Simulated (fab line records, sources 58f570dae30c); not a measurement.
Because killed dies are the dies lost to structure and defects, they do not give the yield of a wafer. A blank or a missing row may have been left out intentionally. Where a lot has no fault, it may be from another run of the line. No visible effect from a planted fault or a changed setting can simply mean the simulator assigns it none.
Which of the tools did it? -- flow berkeleyCmos170 -- 15 lots, 45 wafers sampled, at 5 steps of a route of 331

## WHAT THE GAUGES SHOWED, per wafer
UCB170_PWELL_OVL_MEAS_13.
lot,measured,on,PWELL_OVL (nm)
L268,day 3 02:30,overlay-02,-4 -6 -2
L269,day 3 16:50,overlay-01,-13 -13 -10
L270,day 3 23:59,overlay-02,-4 -6 -15
L271,day 4 00:16,overlay-02,-6 -11 -5
L272,day 4 09:56,overlay-01,-5 -8 -2
L273,day 4 13:30,overlay-01,6 -8 3
L276,day 4 23:58,overlay-02,6 -5 -2
L277,day 5 14:43,overlay-02,-5 -4 -1
L280,day 6 00:59,overlay-01,0 -1 9
L281,day 6 06:38,overlay-01,-9 -3 -2
L282,day 6 13:45,overlay-01,0 -7 -6
L283,day 6 13:39,overlay-02,-9 -1 -3
L284,day 7 02:54,overlay-02,-5 -11 -11
L286,day 7 10:01,overlay-01,-13 -6 -11
L290,day 7 23:52,overlay-01,-10 -6 -11

UCB170_NVT_TW_MEAS_09.
lot,measured,on,NVT_TW
L268,day 6 14:31,filmMetro-01,530 531 532
L269,day 6 14:16,filmMetro-01,531 529 525
L270,day 7 06:34,filmMetro-01,531 533 529
L271,day 7 06:49,filmMetro-04,528 526 531
L272,day 7 18:53,filmMetro-01,533 533 533
L273,day 7 18:36,filmMetro-04,529 530 532
L276,day 8 03:04,filmMetro-04,526 525 522
L277,day 8 12:44,filmMetro-04,522 524 522
L280,day 9 09:14,filmMetro-04,526 524 523
L281,day 9 13:41,filmMetro-04,549 549 549
L282,day 10 00:53,filmMetro-02,558 554 557
L283,day 10 00:39,filmMetro-01,535 534 532
L284,day 10 09:46,filmMetro-01,534 535 534
L286,day 10 09:47,filmMetro-02,556 558 554
L290,day 11 14:46,filmMetro-02,534 532 532

UCB170_PLDD_TW_MEAS_11.
lot,measured,on,PLDD_TW
L268,day 7 13:29,filmMetro-03,1001 1008 1009
L269,day 7 13:35,filmMetro-03,1001 1005 1010
L270,day 8 05:05,filmMetro-04,1011 1011 1010
L271,day 8 05:49,filmMetro-04,1010 1012 1008
L272,day 8 20:35,filmMetro-04,1012 1012 1006
L273,day 8 19:46,filmMetro-03,1009 1008 1009
L276,day 9 01:23,filmMetro-03,1011 1009 1015
L277,day 9 08:31,filmMetro-03,1011 1009 1009
L280,day 10 04:58,filmMetro-02,1029 1017 1020
L281,day 10 11:33,filmMetro-04,1018 1017 1015
L282,day 11 01:56,filmMetro-03,1008 1008 998
L283,day 11 01:34,filmMetro-02,1027 1020 1027
L284,day 11 06:32,filmMetro-04,1010 1013 1017
L286,day 11 07:08,filmMetro-04,1018 1013 1016
L290,day 12 17:26,filmMetro-04,1020 1017 1009

## TOOL THAT RAN EACH LOT (tool first, then ch and the chambers of the sampled wafers, then the start)
lot,UCB170_ZERO_STRIP_07,UCB170_NVT_IMPLANT_07
L268,"plasmaAsher-02 ch 0,1, day 1 18:43","implanter-01 ch 0, day 6 14:17"
L269,"plasmaAsher-02 ch 0,1, day 2 01:29","implanter-03 ch 0, day 6 14:01"
L270,"plasmaAsher-02 ch 0,1, day 2 07:50","implanter-01 ch 0, day 7 06:19"
L271,"plasmaAsher-04 ch 0,1, day 2 13:48","implanter-03 ch 0, day 7 06:34"
L272,"plasmaAsher-02 ch 0,1, day 2 20:41","implanter-01 ch 0, day 7 18:40"
L273,"plasmaAsher-04 ch 0,1, day 3 01:47","implanter-03 ch 0, day 7 18:21"
L276,"plasmaAsher-04 ch 0,1, day 3 16:21","implanter-02 ch 0, day 8 02:49"
L277,"plasmaAsher-04 ch 0, day 3 22:56","implanter-01 ch 0, day 8 12:31"
L280,"plasmaAsher-04 ch 0,1, day 4 07:26","implanter-02 ch 0, day 9 08:59"
L281,"plasmaAsher-04 ch 0,1, day 4 14:58","implanter-02 ch 0, day 9 13:26"
L282,"plasmaAsher-02 ch 0,1, day 4 23:45","implanter-02 ch 0, day 10 00:40"
L283,"plasmaAsher-04 ch 0,1, day 5 00:05","implanter-01 ch 0, day 10 00:26"
L284,"plasmaAsher-02 ch 0,1, day 5 10:51","implanter-01 ch 0, day 10 09:31"
L286,"plasmaAsher-02 ch 0,1, day 5 19:37","implanter-02 ch 0, day 10 09:32"
L290,"plasmaAsher-04 ch 0,1, day 6 09:31","implanter-01 ch 0, day 11 14:32"
- UCB170_ZERO_STRIP_07: strips in O2.
- UCB170_NVT_IMPLANT_07

## AS READ BY THE TOOLS THEMSELVES (means over the sampled wafers that have a number; for cases with no such wafer, the mark the record gives instead)
UCB170_ZERO_STRIP_07.
lot,tool,drypumpMotorCurrentA (A),oesProductAu (a.u.),stripTimeToEndpointS (s)
L268,plasmaAsher-02,5.2,0.728,21.42
L269,plasmaAsher-02,5.7,0.729,21.55
L270,plasmaAsher-02,5.7,0.727,21.48
L271,plasmaAsher-04,5.7,0.725,21.47
L272,plasmaAsher-02,5.2,0.729,21.48
L273,plasmaAsher-04,5.5,0.727,21.63
L276,plasmaAsher-04,5.5,0.726,21.42
L277,plasmaAsher-04,6.0,0.723,21.57
L280,plasmaAsher-04,5.5,0.725,21.50
L281,plasmaAsher-04,5.8,0.727,21.52
L282,plasmaAsher-02,5.7,0.727,21.54
L283,plasmaAsher-04,5.5,0.723,21.49
L284,plasmaAsher-02,5.2,0.724,21.52
L286,plasmaAsher-02,5.8,0.729,21.55
L290,plasmaAsher-04,5.8,0.725,21.50

UCB170_NVT_IMPLANT_07.
lot,tool,doseIonsCm2,faradayCurrentUA
L268,implanter-01,3e+12,9.55
L269,implanter-03,3e+12,9.52
L270,implanter-01,3e+12,9.42
L271,implanter-03,3e+12,9.66
L272,implanter-01,3e+12,9.43
L273,implanter-03,3e+12,9.48
L276,implanter-02,3e+12,9.52
L277,implanter-01,3e+12,9.44
L280,implanter-02,3e+12,9.54
L281,implanter-02,3e+12,10.95
L282,implanter-02,3e+12,10.96
L283,implanter-01,3e+12,9.60
L284,implanter-01,3e+12,9.54
L286,implanter-02,3e+12,11.24
L290,implanter-01,3e+12,9.58

## THE ANSWER, worked out from the rows above alone
Rule: what is usual is taken from the lots themselves. Put in order of their means at a reading, lots are off if they are a third of the lots or fewer, leave a main group of 4 or more, and stand apart from it by a gap of 3 or more times the standard deviation of the main group's means; of several such gaps the widest counts. A main group whose means are all the same, to the digits that the tables above print for the reading, isn't used. A lot without any number at a reading at which 4 lots or more have one is off too. Any other lot the step has rows for is counted as sound. First the gauges in route order, then the tools' own readings, where a lot's mean is used as printed above. At the first step where some lot is off, the reading lying furthest off is the one used; lots without a number count as furthest.
Off: L281, L282, L286, seen at UCB170_NVT_TW_MEAS_09 (NVT_TW). Main group: mean 530, sd 3.8.
If a tool, at a process step before that reading, ran all the lots that are off and no sound lot after the first of them, it fits. The gauges at UCB170_NVT_TW_MEAS_09 aren't tried: what is off there is off at UCB170_NVT_IMPLANT_07 too, on other tools, and a gauge's error can't cause that. One candidate fits, namely implanter-02 at UCB170_NVT_IMPLANT_07. Its last sound lot is L280 (day 9 08:59), its first lot that is off L281 (day 9 13:26): a fault that began between those two fits.
On the lots that are off, the tool's own readings at UCB170_NVT_IMPLANT_07 differ by more than 5 times the standard deviation of the sound lots' means, which bears it out; faradayCurrentUA reads 11.05 there versus 9.52 on the sound lots.

## WHAT THE SIMULATOR HAD INSERTED
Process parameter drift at UCB170_NVT_IMPLANT_07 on implanter-02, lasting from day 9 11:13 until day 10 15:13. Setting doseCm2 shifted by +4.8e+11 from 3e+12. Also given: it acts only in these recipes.
Struck lots among those shown: L281, L282, L286. Same finding as the rule above.
